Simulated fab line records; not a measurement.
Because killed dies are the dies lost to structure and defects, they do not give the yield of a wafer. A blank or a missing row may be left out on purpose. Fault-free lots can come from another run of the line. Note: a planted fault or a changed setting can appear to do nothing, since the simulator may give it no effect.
Struck lot and sound lot, side by side :: flow rit-cmos :: 44 out of 202 route steps
Sound: wafers L323.2, L323.3, L323.5. The struck wafers were L328.2, L328.3, L328.5. Last of all comes the cause.
Order at every step that has rows: each side's tool, ch and its chambers, its first start. Under that, the readings that differ: sound wafers :: struck wafers :: difference of the means :: sigmas: that difference in standard deviations of wafers without a fault.
alike: a reading whose means differ by less than 2 such deviations, as well as words and numbers matching on both sides. not compared: withheld readings; readings where some wafer has no value; bounds like >300 that might hide an equal value; numbers whose values overlap and for which the record gives no deviation.
The two part at a step that has a row with sigmas, a row that says differs or no value, or rows on one side only. Non-overlapping numbers with no deviation appear without sigmas and do not part them. A reading that every wafer of one side lacks parts them only if that side has two wafers or more.

first, 3 steps without rows for these wafers: RIT_REOX_CLEAN_01 (cleans in dHF, time 30 s); RIT_REOX_CLEAN_02 (cleans in SC2, time 600 s); RIT_REOX_OXIDATION_03 (target thk 25.2 nm, ox time 5580 s).
RIT_REOX_THK_MEAS_04:
  sound: film-metro-04 at day 3 12:53; struck: film-metro-03 at day 4 13:14
  alike: REOX_OXIDE_THK
then, 6 steps without rows for these wafers: RIT_NLDD_HMDS_00 (prime time 60 s); RIT_NLDD_COAT_01 (resist thk 1000 nm); RIT_NLDD_SOFTBAKE_02 (time 60 s); RIT_NLDD_EXPOSE_03 (exposes mask M7, target cd 40700 nm); RIT_NLDD_PEB_04; RIT_NLDD_DEVELOP_05 (develop time 50 s).
RIT_NLDD_OVL_MEAS_06:
  sound: overlay-02 at day 3 13:55; struck: overlay-02 at day 4 14:16
  alike: NLDD_OVL
then, 1 step without rows for these wafers: RIT_NLDD_HARDBAKE_07 (time 60 s).
RIT_NLDD_IMPLANT_08:
  sound on implanter-03 ch 0, day 3 14:07; struck on implanter-02 ch 0, day 4 14:28
reading: dose-ions-cm2
sound: 5.005e+14 5e+14 5.003e+14
struck: 5.096e+14 5.084e+14 5.092e+14
difference: +8.800e+12
sigmas: +17
RIT_NLDD_STRIP_09: strips in O2, time 180 s.
  sound on plasma-asher-04 ch 0,1, day 3 14:15; struck on plasma-asher-01 ch 0,1, day 4 14:36
  alike: chamber-pressure-mTorr, drypump-motor-current-A
  not compared: rf-hours-counter-h
RIT_NLDD_TW_MEAS_10:
  sound: film-metro-01 at day 3 14:26; struck: film-metro-01 at day 4 14:47
  alike: NLDD_TW
then, 6 steps without rows for these wafers: RIT_PLDD_HMDS_00 (prime time 60 s); RIT_PLDD_COAT_01 (resist thk 1000 nm); RIT_PLDD_SOFTBAKE_02 (time 60 s); RIT_PLDD_EXPOSE_03 (exposes mask M8, target cd 40900 nm); RIT_PLDD_PEB_04; RIT_PLDD_DEVELOP_05 (develop time 50 s).
RIT_PLDD_OVL_MEAS_06:
  sound: overlay-02 at day 3 15:20; struck: overlay-02 at day 4 15:49
  alike: PLDD_OVL
then, 2 steps without rows for these wafers: RIT_PLDD_HARDBAKE_07 (time 60 s); RIT_PLDD_IMPLANT_08.
RIT_PLDD_STRIP_09: strips in O2, time 180 s.
  sound on plasma-asher-04 ch 0,1, day 3 15:40; struck on plasma-asher-03 ch 0, day 4 16:08
  alike: chamber-pressure-mTorr, drypump-motor-current-A
  not compared: rf-hours-counter-h
RIT_PLDD_TW_MEAS_10:
  sound: film-metro-01 at day 3 15:51; struck: film-metro-02 at day 4 16:20
  alike: PLDD_TW
then, 4 steps without rows for these wafers: RIT_SPACER_CLEAN_00 (cleans in SC1, time 600 s); RIT_SPACER_CLEAN_01 (cleans in dHF, time 30 s); RIT_SPACER_CLEAN_02 (cleans in SC2, time 600 s); RIT_SPACER_CVD_03 (deposits Si3N4 from SiH2Cl2/NH3, target thk 250 nm, time 3300 s).
RIT_SPACER_THK_MEAS_04:
  sound: film-metro-03 at day 3 18:12; struck: film-metro-01 at day 4 18:41
  alike: SPACER_NITRIDE_THK
RIT_SPACER_ETCHBACK_05: etches Si3N4 in SF6/CHF3, stops on SiO2, target depth 250 nm, time 240 s.
  sound on rie-diel-02 ch 1,2, day 3 18:15; struck on rie-diel-03 ch 1,3, day 4 18:44
  alike: chamber-pressure-mTorr, drypump-motor-current-A, oes-product-au, rf-fwd-power-W, throttle-valve-pct
  not compared: rf-hours-counter-h
then, 6 steps without rows for these wafers: RIT_NSD_HMDS_00 (prime time 60 s); RIT_NSD_COAT_01 (resist thk 1000 nm); RIT_NSD_SOFTBAKE_02 (time 60 s); RIT_NSD_EXPOSE_03 (exposes mask M9, target cd 40700 nm); RIT_NSD_PEB_04; RIT_NSD_DEVELOP_05 (develop time 50 s).
RIT_NSD_OVL_MEAS_06:
  sound: overlay-01 at day 3 19:20; struck: overlay-01 at day 4 19:45
  alike: NSD_OVL
then, 2 steps without rows for these wafers: RIT_NSD_HARDBAKE_07 (time 60 s); RIT_NSD_IMPLANT_08.
RIT_NSD_STRIP_09: strips in O2, time 180 s.
  sound on plasma-asher-02 ch 0, day 3 19:40; struck on plasma-asher-02 ch 0,1, day 4 20:05
  alike: chamber-pressure-mTorr, drypump-motor-current-A
  not compared: rf-hours-counter-h
RIT_SDANNEAL_RS_MEAS_07: uses a four-point probe to measure.
  sound: film-metro-01 at day 3 22:08; struck: film-metro-01 at day 4 22:43
reading: NLDD_RS (ohm/sq)
sound: 150.5 151.3 150.7
struck: 149.3 149.8 150.3
difference: -1.0
sigmas: -2
RIT_M1_PROBE_99:
  sound: prober-02 at day 4 05:17; struck: prober-01 at day 5 05:59
reading: killed-at-contacts
sound: 2 0 1
struck: 0 0 0
difference: -1
sigmas: -3
  alike: killed_at_M0_to_M3, killed-at-front-end, killed-dies, killed-open, killed-short

WHERE THEY PART
At RIT_NLDD_IMPLANT_08 first; at RIT_M1_PROBE_99 last (within this record only).

WHY: whatever the simulator had introduced
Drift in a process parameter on implanter-02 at RIT_NLDD_IMPLANT_08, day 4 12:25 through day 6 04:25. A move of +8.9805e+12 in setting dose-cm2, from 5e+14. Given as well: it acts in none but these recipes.
